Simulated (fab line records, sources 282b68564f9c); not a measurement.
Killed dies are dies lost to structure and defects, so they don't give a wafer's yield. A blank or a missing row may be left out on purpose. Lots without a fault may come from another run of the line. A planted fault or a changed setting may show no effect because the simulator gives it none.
A struck lot beside a sound one | flow rit_cmos | 21 steps out of a route of 202
Sound: wafers L688.3, L688.5, L688.6. Struck: wafers L690.3, L690.5, L690.6. The cause comes at the end.
At each step with rows: each side's tool, then ch and its chambers, then its first start. Under that, the readings that differ: sound wafers | struck wafers | difference of the means | sigmas: that difference in standard deviations of wafers without a fault.
alike: readings whose means differ by less than 2 such deviations, and words and numbers that are the same on both sides. not compared: withheld readings, readings that some wafer has no value for, bounds like >300 that may hide the same value, and numbers for which the record gives no deviation and whose values overlap.
The two part at a step that has a row with sigmas, a row that says differs or no value, or rows on one side only. Numbers that don't overlap but have no deviation are shown without sigmas and don't part them. A reading that every wafer of one side lacks parts them only if that side has two wafers or more.

first, 3 steps without rows for these wafers: RIT_GATE_CLEAN_02 (cleans in dHF, time 30 s); RIT_GATE_CLEAN_03 (cleans in SC2, time 600 s); RIT_GATE_CLEAN_04 (cleans in dHF, time 60 s).
RIT_FOX2_THK_MEAS_91:
  sound on film_metro-01, day 3 08:32; struck on film_metro-01, day 3 18:29
  alike: FIELD_OXIDE_LEFT_2_THK
then, 2 steps without rows for these wafers: RIT_GATE_OXIDATION_05 (target thk 3 nm, ox time 270 s); RIT_GATE_ANNEAL_06 (time 600 s).
RIT_GATE_THK_MEAS_07:
  sound on film_metro-03, day 3 10:22; struck on film_metro-02, day 3 19:53
  alike: GATE_OXIDE_THK
then, 1 step without rows for these wafers: RIT_GATE_CVD_08 (deposits poly-Si from SiH4, target thk 250 nm, time 2220 s).
RIT_GATE_THK_MEAS_09:
  sound on film_metro-01, day 3 12:02; struck on film_metro-03, day 3 21:33
  alike: GATE_POLY_THK
then, 3 steps without rows for these wafers: RIT_GATE_HMDS_10 (prime time 60 s); RIT_GATE_COAT_11 (resist thk 850 nm); RIT_GATE_SOFTBAKE_12 (time 60 s).
RIT_GATE_EXPOSE_13: exposes mask M6, target cd 150 nm.
  sound on iline_stepper-02 ch 0, day 3 12:43; struck on iline_stepper-01 ch 0, day 3 22:05
  reading | sound          | struck                  | difference | sigmas
  mask    | M6#0 M6#0 M6#0 | M6_R1#0 M6_R1#0 M6_R1#0 | differs    |
then, 2 steps without rows for these wafers: RIT_GATE_PEB_14; RIT_GATE_DEVELOP_15 (develop time 50 s).
RIT_GATE_CD_MEAS_16: target cd 150 nm.
  sound on cd_sem-02, day 3 13:07; struck on cd_sem-02, day 3 22:29
  reading    | sound             | struck            | difference | sigmas
  cd_nm (nm) | 147.1 150.6 147.6 | 128.4 129.2 133.4 | -18.1      | -8
RIT_GATE_OVL_MEAS_17:
  sound on overlay-02, day 3 13:13; struck on overlay-01, day 3 22:35
  alike: GATE_OVL
then, 1 step without rows for these wafers: RIT_GATE_HARDBAKE_18 (time 60 s).
RIT_GATE_ETCH_19: etches poly-Si in SF6/CHF3/O2, stops on SiO2, time 165 s, target depth 312.5 nm.
  sound on rie_si-01 ch 1,2, day 3 13:23; struck on rie_si-01 ch 0,2,3, day 3 22:45
  reading               | sound           | struck            | difference | sigmas
  model.GATE.cd_nm (nm) | 147.3 150.7 148 | 128.4 129.3 133.4 | -18.3      |
  alike: O2_flow_sccm, chamber_pressure_mTorr, drypump_motor_current_A, oes_product_au, throttle_valve_pct
  not compared: rf_hours_counter_h
RIT_GATE_STRIP_20: strips in O2, time 180 s.
  sound on plasma_asher-02 ch 0,1, day 3 13:33; struck on plasma_asher-04 ch 0,1, day 3 22:55
  alike: chamber_pressure_mTorr, drypump_motor_current_A, rf_refl_power_W
  not compared: rf_hours_counter_h
RIT_M1_PROBE_99:
  sound on prober-02, day 4 10:37; struck on prober-02, day 4 19:29
  reading                             | sound             | struck            | difference | sigmas
  model.etest.pmos_0p3.r_on_ohm_um    | 6189 6211 6316    | 5538 5598 5697    | -628       |
  model.etest.pmos_0p15.r_on_ohm_um   | 2705 2778 2727    | 2157 2228 2327    | -499       |
  model.etest.pmos_turned.r_on_ohm_um | 3312 3376 3340    | 2729 2798 2921    | -527       |
  model.etest.nmos_0p15.r_on_ohm_um   | 1086 1099 1093    | 907.2 925.7 998.4 | -148.9     |
  model.etest.nmos_0p3.r_on_ohm_um    | 2144 2131 2152    | 1901 1932 1990    | -201       |
  model.etest.nmos_0p15.drive_ua_um   | 487.9 480.7 483   | 598.6 584.8 563   | +98.3      |
  model.etest.pmos_0p15.drive_ua_um   | 263.8 258.4 260.3 | 339.3 329.2 314.6 | +66.9      |
  model.etest.nmos_turned.drive_ua_um | 355.7 341.2 355.9 | 414.2 404.5 387   | +51.0      |

WHERE THEY PART
First at RIT_GATE_EXPOSE_13; last, within this record, at RIT_GATE_CD_MEAS_16. Later steps at which nothing parts them and some readings are alike: RIT_GATE_OVL_MEAS_17, RIT_GATE_ETCH_19, RIT_GATE_STRIP_20.

WHY: what the simulator had put in
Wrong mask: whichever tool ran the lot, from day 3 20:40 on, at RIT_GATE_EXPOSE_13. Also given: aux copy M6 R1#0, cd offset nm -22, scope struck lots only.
